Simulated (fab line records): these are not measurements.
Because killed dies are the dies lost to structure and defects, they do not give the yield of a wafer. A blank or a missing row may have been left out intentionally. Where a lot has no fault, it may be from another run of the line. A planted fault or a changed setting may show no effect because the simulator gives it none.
Which tool did it? -- flow ritCmos -- 7 lots with 21 wafers sampled at 2 steps, on a route of 202 steps

WHAT EACH GAUGE READ, for each wafer
RIT_M1_CD_MEAS_09 targets a cd of 2600 nm.
lot,measured,on,cdNm (nm)
L145,day 3 13:13,cdSem-01,2603.6 2602.9 2600.8
L148,day 4 03:44,cdSem-01,2601.6 2602.9 2598.8
L150,day 4 15:43,cdSem-02,2600.3 2598.6 2600.4
L155,day 5 19:14,cdSem-02,- - -
L157,day 6 00:56,cdSem-02,2598.9 2601.6 2600.2
L165,day 7 18:32,cdSem-02,2604.0 2601.9 2603.2
L167,day 8 06:33,cdSem-01,2599.5 2600.6 2597.3

WHICH TOOL RAN EACH LOT (tool, then ch and the chambers of the sampled wafers, then the start)
lot,RIT_M1_COAT_04
L145,"lithoTrack-01 ch 0, day 3 12:22"
L148,"lithoTrack-03 ch 0, day 4 02:53"
L150,"lithoTrack-03 ch 0, day 4 14:59"
L155,"lithoTrack-02, day 5 18:17"
L157,"lithoTrack-03 ch 0, day 6 00:13"
L165,"lithoTrack-02 ch 0, day 7 17:37"
L167,"lithoTrack-03 ch 0, day 8 05:49"
- RIT_M1_COAT_04: resist thk 1300 nm.

THE ANSWER, worked out from the rows above alone
Rule: usual is defined by the lots themselves. Put in order of their means at a reading, lots are off if they are a third of the lots or fewer, leave a main group of 4 or more, and stand apart from it by a gap of 3 or more times the standard deviation of the main group's means; of several such gaps the widest counts. A main group whose means are all the same, to the digits that the tables above print for the reading, isn't used. Also off: a lot with no number at a reading for which 4 or more lots have one. All remaining lots with rows at the step are treated as sound.
Off, at RIT_M1_CD_MEAS_09 on cdNm: L155. Without a number there: L155. The main group: mean 2600.9 nm, standard deviation 1.4.
If a tool, at a process step before that reading, ran all the lots that are off and no sound lot after the first of them, it fits. Gauges at RIT_M1_CD_MEAS_09: tried the same way as those tools. Not one of the candidates tried fits.

WHAT HAD BEEN PUT IN BY THE SIMULATOR
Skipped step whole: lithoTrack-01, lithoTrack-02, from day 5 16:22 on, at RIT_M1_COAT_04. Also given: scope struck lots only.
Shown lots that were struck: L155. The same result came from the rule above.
